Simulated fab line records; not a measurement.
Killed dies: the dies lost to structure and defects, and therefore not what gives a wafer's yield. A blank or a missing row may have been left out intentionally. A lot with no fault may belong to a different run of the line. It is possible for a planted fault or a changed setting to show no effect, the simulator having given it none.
fab line records	flow berkeley-cmos170
record lots=16	wafers=48	last-day=13
route steps=331 shown WELLDRIVE@56 M2@289 V2@305 M3@327
lots that met no fault: from a run of the same line without faults
start-h: hours from the record's opening day to when the first of the lot's shown wafers began	wait-h: time in hours since the lot's previous step	" the same as in the row above	L1.1+2: one row covering several wafers at once	- no value present, or no start provided	* or withheld: withheld	< > ~ a bound
route shown NAME@n: a module of which the file shows steps, and the number in the route of the first	usual: mean/standard deviation of fault-free wafers	same: alike in all rows	chamber/n: place in a boat	sites: per-site readings	_std_site: standard deviation across them	_edge_site: the outer-site mean with the inner-site mean subtracted	radius-mm: how far each site lies from the wafer's centre	mask NAME#n: copy n	behind: the last tool/chamber to shape the wafer	hold: the reason the lot was held/the length of the hold in hours/how it ended	device: the n, p or np transistor that did not switch	end of line: the route-end tests of the same wafers	step lacking rows: just its recipe	killed: dies that structure and defects cost at the first sort, which is not the same as the wafer's yield	map: a wafer's dies, marking killed ones x, the rest . and places with no die _
set.NAME: setting as actually run; set.NAME@STEP: the setting as run at that earlier step	model.NAME: the simulator's own value behind a step, which no gauge read
route steps across a sampled set of lots; one table per step, one row per wafer
services: from which hour (start-h, from the record's first day; less than 0 if before it) a tool's chamber was out of use, for how many hours, and why
## steps
# step UCB170_WELLDRIVE_OXIDATION_01
# recipe temp-c=1100	ambient=O2	target-thk-a=1990	ox-time-s=9000
# usual spike-tc-centre-C=1102.3/0.98	spike-tc-load-C=1129.6/2.5	spike-tc-source-C=1125.7/1.8	tube-center-temp-C=1100/0.11	tube_center_temp_C_max=1102.8/0.48	zone-power-load-pct=48/4.9
lot.wafer	tool	chamber	start-h	wait-h	spike-tc-centre-C	spike-tc-load-C	spike-tc-source-C	tube-center-temp-C	tube_center_temp_C_max	zone-power-load-pct
L638.2	furnace-04	0	63.99	4.7	1100.8	1130.6	1125.4	1099.9	1102.4	53
L638.5	"	0	"	"	1102.3	1132.1	1125.5	1100	1103.2	53
L638.6	"	0	"	"	1102.6	1132.2	1127.1	1100.1	1103.2	53
L639.1	furnace-04	0	78.67	5.2	1103.1	1131.8	1126.2	1100.1	1103.3	54
L639.3	"	0	"	"	1101.5	1131.8	1126.4	1100	1102.3	53
L639.4	"	0	"	"	1102.2	1132.1	1124.9	1099.9	1102.2	53
L640.1	furnace-04	0	78.67	5.2	1102.3	1131.3	1126.2	1100.1	1102.9	52
L640.2	"	0	"	"	1099.6	1132.2	1127.5	1100	1102.6	54
L640.6	"	0	"	"	1101.6	1130.3	1127.4	1100	1103.0	53
L641.3	furnace-04	0	78.67	2.7	1101.3	1132.3	1123.6	1099.9	1102.4	54
L641.5	"	0	"	"	1102.6	1130.1	1127.4	1100.1	1102.7	53
L641.6	"	0	"	"	1104.8	1131.9	1127.6	1100.1	1102.9	53
L642.3	furnace-02	0	87.29	6.1	1101.1	1127.8	1123.1	1100.1	1102.7	44
L642.5	"	0	"	"	1101.5	1125.6	1124.8	1100.1	1102.7	43
L642.6	"	0	"	"	1102.1	1128.0	1125.0	1100.1	1103.4	44
L643.1	furnace-01	0	97.69	2.8	1102.8	1128.4	1128.8	1100	1102.9	44
L643.2	"	0	"	"	1102.1	1129.0	1130.9	1100.1	1103.7	43
L643.6	"	0	"	"	1101.9	1127.3	1130.4	1100.1	1102.8	43
L645.2	furnace-04	0	105.96	4.0	1103.8	1130.4	1125.6	1100	1102.4	54
L645.5	"	0	"	"	1102.1	1131.4	1126.5	1100	1103.3	53
L645.6	"	0	"	"	1102.1	1131.8	1124.7	1099.9	1102.5	52
L646.1	furnace-02	0	110.35	4.2	1101.7	1126.7	1123.9	1100.1	1102.6	43
L646.3	"	0	"	"	1101.6	1125.8	1124.8	1100.1	1103.0	43
L646.6	"	0	"	"	1101.7	1128.8	1124.9	1099.9	1102.2	42
L647.4	furnace-02	0	120.70	6.2	1102.1	1127.4	1124.0	1100	1102.0	43
L647.5	"	0	"	"	1105.4	1127.4	1124.8	1100	1103.7	44
L647.6	"	0	"	"	1102.5	1127.5	1125.4	1100.1	1103.8	43
L649.2	furnace-04	0	130.78	4.7	1135.3	1164.4	1157.8	1132	1134.9	56
L649.4	"	0	"	"	1134.8	1165.9	1159.8	1132.2	1136.0	57
L649.5	"	0	"	"	1134.4	1163.4	1159.9	1132.1	1135.0	56
L650.2	furnace-04	0	130.78	4.5	1133.6	1162.2	1159.1	1132.1	1134.6	56
L650.5	"	0	"	"	1135.0	1164.3	1160.9	1131.9	1135.8	56
L650.6	"	0	"	"	1134.9	1163.7	1157.1	1132	1134.7	56
L651.2	furnace-04	0	137.20	3.1	1133.7	1164.0	1159.0	1132	1134.7	57
L651.4	"	0	"	"	1134.2	1164.9	1159.5	1131.9	1135.5	57
L651.5	"	0	"	"	1133.2	1164.8	1158.7	1132.1	1135.6	58
L652.2	furnace-04	0	137.20	3.3	1134.4	1165.3	1159.3	1132.1	1134.2	55
L652.4	"	0	"	"	1135.4	1164.7	1159.9	1131.9	1134.2	56
L652.5	"	0	"	"	1134.5	1164.7	1159.3	1132.1	1136.2	57
L654.3	furnace-02	0	146.35	5.0	1102.1	1127.3	1124.5	1100	1102.8	43
L654.4	"	0	"	"	1102.4	1126.5	1122.4	1099.8	1102.4	43
L654.6	"	0	"	"	1102.2	1128.5	1124.2	1100	1102.5	43
L660.1	furnace-02	0	182.31	4.5	1102.8	1124.4	1124.7	1099.8	1102.9	44
L660.4	"	0	"	"	1102.4	1126.4	1122.5	1099.9	1102.2	43
L660.6	"	0	"	"	1102.5	1127.3	1124.1	1100.1	1102.9	44
L661.1	furnace-02	0	182.31	4.8	1103.1	1128.1	1124.6	1100	1102.6	43
L661.2	"	0	"	"	1101.4	1126.7	1124.6	1100.1	1102.3	43
L661.5	"	0	"	"	1103.2	1127.2	1123.9	1100.1	1102.8	43
# step UCB170_WELLDRIVE_THK_MEAS_02
# recipe reads=SiO2_of_WELLDRIVE_OXIDATION_01
# usual WELLDRIVE_OXIDE_THK=197/4
lot.wafer	tool	chamber	start-h	wait-h	WELLDRIVE_OXIDE_THK[nm]
L638.2	film-metro-03	-	67.50	0.0	192
L638.5	"	-	"	"	189
L638.6	"	-	"	"	194
L640.1	film-metro-03	-	82.24	0.1	193
L640.2	"	-	"	"	195
L640.6	"	-	"	"	196
L639.1	film-metro-03	-	82.30	0.1	199
L639.3	"	-	"	"	198
L639.4	"	-	"	"	200
L641.3	film-metro-02	-	82.34	0.2	194
L641.5	"	-	"	"	195
L641.6	"	-	"	"	193
L642.3	film-metro-03	-	90.81	0.0	194
L642.5	"	-	"	"	193
L642.6	"	-	"	"	197
L643.1	film-metro-03	-	101.19	0.0	189
L643.2	"	-	"	"	194
L643.6	"	-	"	"	193
L645.2	film-metro-03	-	109.50	0.0	195
L645.5	"	-	"	"	194
L645.6	"	-	"	"	193
L646.1	film-metro-02	-	113.85	0.0	198
L646.3	"	-	"	"	202
L646.6	"	-	"	"	201
L647.4	film-metro-02	-	124.23	0.0	203
L647.5	"	-	"	"	205
L647.6	"	-	"	"	204
L649.2	film-metro-02	-	134.29	0.0	237
L649.4	"	-	"	"	236
L649.5	"	-	"	"	232
L650.2	film-metro-03	-	134.30	0.0	231
L650.5	"	-	"	"	229
L650.6	"	-	"	"	230
L651.2	film-metro-02	-	140.71	0.0	232
L651.4	"	-	"	"	232
L651.5	"	-	"	"	232
L652.2	film-metro-03	-	140.71	0.0	236
L652.4	"	-	"	"	235
L652.5	"	-	"	"	237
L654.3	film-metro-03	-	149.87	0.0	197
L654.4	"	-	"	"	198
L654.6	"	-	"	"	197
L660.1	film-metro-02	-	185.81	0.0	203
L660.4	"	-	"	"	198
L660.6	"	-	"	"	202
L661.1	film-metro-03	-	185.81	0.0	198
L661.2	"	-	"	"	198
L661.5	"	-	"	"	200
# step UCB170_M2_METAL_ETCH_18
# recipe chemistry=Cl2/BCl3	target=Al	stop-on=SiO2	pressure-mtorr=12	target-depth-a=11700	over-etch-frac=0.3	time-s=195	icp-w=600	bias-w=120	Cl2_flow_sccm=90	bcl3-flow-sccm=45
# usual drypump-motor-current-A=5.9/0.45	he-backside-leak-sccm=3.31/0.24	oes-product-au=0.866/0.014	rf-fwd-power-W=598.1/1.8	throttle-valve-pct=24.40/0.3
lot.wafer	tool	chamber	start-h	wait-h	drypump-motor-current-A	he-backside-leak-sccm	oes-product-au	rf-fwd-power-W	rf-hours-counter-h	throttle-valve-pct
L638.2	rie-metal-01	0	188.03	-	6.1	3.40	0.850	597.0	9	24.35
L638.5	"	1	"	"	6.8	2.78	0.878	599.7	-	24.89
L638.6	"	0	"	"	6.1	3.34	0.854	598.3	-	24.34
L639.1	rie-metal-01	1	206.14	-	6.8	3.03	0.880	596.5	5	24.89
L639.3	"	0	"	"	6.1	3.48	0.862	597.2	-	24.35
L639.4	"	1	"	"	6.8	2.98	0.866	596.5	-	24.86
L642.3	rie-metal-03	1	208.01	-	6.0	3.21	0.878	595.8	-	23.84
L642.5	"	1	"	"	6.0	3.18	0.866	596.8	-	23.86
L642.6	"	0	"	"	5.6	3.38	0.878	600.8	-	24.48
L640.1	rie-metal-01	0	208.38	-	6.1	3.26	0.856	597.5	10	24.37
L640.2	"	1	"	"	6.8	2.82	0.876	598.6	5	24.88
L640.6	"	1	"	"	6.9	3.16	0.869	598.2	-	24.87
L641.3	rie-metal-03	0	209.00	-	5.6	3.32	0.872	599.3	-	24.49
L641.5	"	0	"	"	5.6	3.33	0.884	596.6	-	24.49
L641.6	"	1	"	"	6.0	3.23	0.865	599.8	-	23.86
L643.1	rie-metal-04	0	216.43	-	5.5	3.72	0.873	599.9	3	24.34
L643.2	"	1	"	"	5.9	3.16	0.843	600.5	10	24.42
L643.6	"	1	"	"	5.9	3.20	0.842	600.3	-	24.43
L645.2	rie-metal-04	1	228.39	-	5.9	3.31	0.830	600.4	11	24.43
L645.5	"	0	"	"	5.5	3.53	0.871	599.1	-	24.33
L645.6	"	1	"	"	5.9	3.18	0.826	599.8	-	24.42
L646.1	rie-metal-03	1	231.93	-	6.0	3.13	0.855	597.2	13	23.86
L646.3	"	0	"	"	5.6	3.10	0.879	597.1	-	24.48
L646.6	"	0	"	"	5.6	3.17	0.868	599.9	-	24.49
L647.4	rie-metal-04	0	236.02	-	5.5	3.70	0.884	598.0	-	24.33
L647.5	"	1	"	"	5.9	3.09	0.856	600.8	-	24.42
L647.6	"	0	"	"	5.5	3.68	0.887	600.1	-	24.33
L650.2	rie-metal-04	1	244.97	-	5.9	3.19	0.845	597.0	11	24.43
L650.5	"	1	"	"	5.9	3.20	0.848	595.4	-	24.43
L650.6	"	0	"	"	5.5	3.59	0.871	595.0	-	24.35
L649.2	rie-metal-04	0	246.19	-	5.4	3.57	0.880	601.5	4	24.33
L649.4	"	0	"	"	5.4	3.67	0.878	598.7	-	24.34
L649.5	"	0	"	"	5.5	3.68	0.879	603.5	-	24.34
L651.2	rie-metal-01	0	256.89	-	6.1	3.42	0.846	597.4	11	24.37
L651.4	"	0	"	"	6.1	3.47	0.853	597.2	-	24.35
L651.5	"	0	"	"	6.1	3.27	0.855	596.1	-	24.36
L654.3	rie-metal-04	0	260.62	-	5.4	3.54	0.865	596.5	-	24.34
L654.4	"	0	"	"	5.4	3.48	0.859	599.8	-	24.34
L654.6	"	0	"	"	5.5	3.61	0.863	599.2	-	24.36
L652.2	rie-metal-01	1	260.77	-	6.8	3.16	0.873	599.1	6	24.89
L652.4	"	0	"	"	6.1	3.38	0.869	599.3	-	24.34
L652.5	"	1	"	"	6.8	3.17	0.891	596.1	-	24.87
L661.1	rie-metal-04	1	296.49	-	5.9	3.16	0.885	598.7	1	24.62
L661.2	"	0	"	"	5.5	3.50	0.877	597.7	7	24.35
L661.5	"	0	"	"	5.5	3.56	0.885	598.9	-	24.30
L660.1	rie-metal-03	1	297.74	-	6.0	3.16	0.857	596.1	15	23.86
L660.4	"	0	"	"	5.6	3.51	0.884	595.9	-	24.48
L660.6	"	1	"	"	6.0	3.25	0.865	592.7	-	23.84
# step UCB170_V2_OVL_MEAS_13
# usual V2_OVL=2/5.9
lot.wafer	tool	chamber	start-h	wait-h	V2_OVL[nm]
L638.2	overlay-01	-	191.83	0.1	3
L638.5	"	-	"	"	2
L638.6	"	-	"	"	3
L639.1	overlay-02	-	208.74	0.1	7
L639.3	"	-	"	"	8
L639.4	"	-	"	"	7
L642.3	overlay-02	-	210.54	0.1	6
L642.5	"	-	"	"	7
L642.6	"	-	"	"	2
L640.1	overlay-02	-	211.15	0.1	6
L640.2	"	-	"	"	4
L640.6	"	-	"	"	4
L641.3	overlay-02	-	211.70	0.1	6
L641.5	"	-	"	"	8
L641.6	"	-	"	"	13
L643.1	overlay-02	-	218.68	0.1	5
L643.2	"	-	"	"	8
L643.6	"	-	"	"	15
L645.2	overlay-01	-	232.13	0.1	4
L645.5	"	-	"	"	2
L645.6	"	-	"	"	-8
L646.1	overlay-02	-	234.17	0.1	-9
L646.3	"	-	"	"	-7
L646.6	"	-	"	"	-7
L647.4	overlay-01	-	238.59	0.1	-2
L647.5	"	-	"	"	-7
L647.6	"	-	"	"	-2
L650.2	overlay-02	-	247.57	0.1	-8
L650.5	"	-	"	"	-6
L650.6	"	-	"	"	-13
L649.2	overlay-02	-	248.81	0.1	-4
L649.4	"	-	"	"	-5
L649.5	"	-	"	"	-2
L651.2	overlay-02	-	259.26	0.1	13
L651.4	"	-	"	"	12
L651.5	"	-	"	"	7
L654.3	overlay-01	-	263.43	0.1	-5
L654.4	"	-	"	"	-3
L654.6	"	-	"	"	0
L652.2	overlay-01	-	263.70	0.1	3
L652.4	"	-	"	"	4
L652.5	"	-	"	"	-6
L661.1	overlay-02	-	298.89	0.1	-2
L661.2	"	-	"	"	8
L661.5	"	-	"	"	-3
L660.1	overlay-01	-	300.12	0.1	7
L660.4	"	-	"	"	-3
L660.6	"	-	"	"	2
# step UCB170_M3_METAL_ETCH_18
# recipe chemistry=Cl2/BCl3	target=Al	stop-on=SiO2	pressure-mtorr=12	target-depth-a=11700	over-etch-frac=0.3	time-s=195	icp-w=600	bias-w=120	Cl2_flow_sccm=90	bcl3-flow-sccm=45
# usual drypump-motor-current-A=6.0/0.42	he-backside-leak-sccm=3.30/0.16	oes-product-au=0.860/0.013	rf-fwd-power-W=597.6/1.7	throttle-valve-pct=24.5/0.33
lot.wafer	tool	chamber	start-h	wait-h	drypump-motor-current-A	he-backside-leak-sccm	oes-product-au	rf-fwd-power-W	rf-hours-counter-h	throttle-valve-pct
L638.2	rie-metal-02	0	194.47	-	5.8	3.32	0.863	598.4	4.4	24.8
L638.5	"	0	"	"	5.8	3.18	0.848	599.1	-	24.8
L638.6	"	1	"	"	5.6	3.37	0.838	598.0	-	24.6
L639.1	rie-metal-01	0	212.29	-	6.1	3.42	0.863	596.8	10.2	24.3
L639.3	"	0	"	"	6.1	3.58	0.854	598.2	-	24.3
L639.4	"	1	"	"	6.8	3.48	0.869	596.0	-	24.9
L642.3	rie-metal-03	0	213.78	-	5.6	3.33	0.871	595.9	-	24.5
L642.5	"	0	"	"	5.5	3.25	0.865	597.3	-	24.5
L642.6	"	1	"	"	6.0	3.25	0.865	597.5	-	23.9
L640.1	rie-metal-02	1	214.25	-	5.6	3.31	0.848	598.9	9.0	24.6
L640.2	"	0	"	"	5.8	3.01	0.863	599.1	5.1	24.8
L640.6	"	0	"	"	5.8	3.11	0.867	597.0	-	24.8
L641.3	rie-metal-01	1	214.94	-	6.8	3.22	0.883	597.7	-	24.9
L641.5	"	0	"	"	6.1	3.40	0.861	600.0	-	24.3
L641.6	"	1	"	"	6.9	2.94	0.876	599.5	-	24.9
L643.1	rie-metal-01	0	221.28	-	6.1	3.46	0.857	598.9	10.6	24.4
L643.2	"	1	"	"	6.8	3.20	0.887	596.5	5.3	24.9
L643.6	"	1	"	"	6.8	3.45	0.878	597.4	-	24.9
L645.2	rie-metal-02	0	234.87	-	5.7	3.39	0.849	599.3	5.6	24.8
L645.5	"	1	"	"	5.6	3.42	0.840	597.6	-	24.6
L645.6	"	0	"	"	5.7	3.44	0.857	597.8	-	24.8
L646.1	rie-metal-03	0	236.74	-	5.6	3.32	0.881	596.2	7.4	24.5
L646.3	"	1	"	"	5.9	3.18	0.859	598.1	-	23.9
L646.6	"	0	"	"	5.6	3.25	0.871	598.0	-	24.5
L647.4	rie-metal-02	0	241.68	-	5.7	3.27	0.860	601.1	-	24.8
L647.5	"	1	"	"	5.6	3.36	0.852	594.5	-	24.6
L647.6	"	0	"	"	5.7	3.37	0.854	599.0	-	24.8
L650.2	rie-metal-03	0	250.48	-	5.6	3.27	0.855	594.4	8.0	24.5
L650.5	"	1	"	"	6.0	3.25	0.852	596.9	-	23.9
L650.6	"	0	"	"	5.6	3.42	0.882	596.3	-	24.5
L649.2	rie-metal-02	1	251.45	-	5.6	3.32	0.838	597.4	10.3	24.6
L649.4	"	1	"	"	5.6	3.41	0.845	595.4	-	24.6
L649.5	"	1	"	"	5.6	3.25	0.853	593.9	-	24.6
L651.2	rie-metal-02	1	261.96	-	5.6	3.24	0.848	599.5	10.6	24.6
L651.4	"	0	"	"	5.8	3.35	0.871	601.5	-	24.8
L651.5	"	0	"	"	5.8	3.33	0.876	599.1	-	24.8
L654.3	rie-metal-01	1	266.37	-	6.8	3.00	0.865	595.7	-	24.9
L654.4	"	0	"	"	6.1	3.44	0.851	597.4	-	24.4
L654.6	"	0	"	"	6.1	3.21	0.849	596.2	-	24.4
L652.2	rie-metal-02	0	267.66	-	5.8	3.52	0.851	595.9	6.9	24.8
L652.4	"	0	"	"	5.8	3.19	0.863	595.4	-	24.8
L652.5	"	0	"	"	5.8	3.54	0.875	593.0	-	24.8
L661.1	rie-metal-02	0	301.97	-	5.8	3.46	0.863	596.3	7.6	24.8
L661.2	"	1	"	"	5.6	3.39	0.844	597.8	11.5	24.6
L661.5	"	0	"	"	5.8	3.47	0.870	599.7	-	24.8
L660.1	rie-metal-01	1	302.86	-	6.8	3.07	0.886	598.1	7.4	24.9
L660.4	"	1	"	"	6.8	3.29	0.879	596.5	-	24.9
L660.6	"	1	"	"	6.8	3.05	0.880	595.5	-	24.9
## services
tool	chamber	start-h	hours	kind
rie-metal-02	1	43.22	2.2	repair
furnace-02	-	52.37	4.3	pm
rie-metal-04	0	59.64	-	clean
rie-metal-04	0	59.64	16.1	scheduled-down
rie-metal-04	0	59.64	16.1	vent-cycle
furnace-01	-	78.09	4.0	pm
rie-metal-03	-	82.36	14.6	pm
rie-metal-04	-	97.66	0.4	repair
furnace-04	-	113.56	4.4	pm
furnace-02	-	126.89	4.3	pm
rie-metal-04	0	139.44	2.6	repair
furnace-04	-	143.70	2.4	pm
rie-metal-03	-	149.08	2.8	pm
rie-metal-04	-	196.39	15.6	pm
rie-metal-03	-	226.73	4.1	repair
rie-metal-01	-	239.66	14.6	pm
furnace-01	-	244.86	4.7	pm
rie-metal-04	1	249.85	-	clean
rie-metal-04	1	249.85	16.1	scheduled-down
rie-metal-04	1	249.85	16.1	vent-cycle
furnace-02	-	294.75	3.1	pm
## key
first-sign step=UCB170_WELLDRIVE_OXIDATION_01	reading=tube-center-temp-C	direction=up	sigmas=99+	usual=*	struck=*
effect step=UCB170_WELLDRIVE_OXIDATION_01	reading=tube_center_temp_C_max	direction=up	sigmas=68	usual=*	struck=*
effect step=UCB170_WELLDRIVE_THK_MEAS_02	reading=WELLDRIVE_OXIDE_THK	direction=up	sigmas=8.8	usual=197	struck=233
met-at UCB170_WELLDRIVE_OXIDATION_01
struck-lots L649,L650,L651,L652
tester-left-out L649,L650,L651,L652
not-acting-at UCB170_M2_METAL_ETCH_18,UCB170_V2_OVL_MEAS_13,UCB170_M3_METAL_ETCH_18
fault kind=process-parameter-drift	tool=furnace-04	chamber=-	onset-h=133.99	steps=UCB170_WELLDRIVE_OXIDATION_01	channel=temp-c	offset=*	shape=step	end-h=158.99	acts-in=*	stated=*
# tester-left-out: of these lots the tester's yield and bins aren't shown, on N5 and GAA mostly nor the transistor test; their killed dies are dies lost to structure and defects alone, not to doping, threshold or leakage, so they don't give the yield
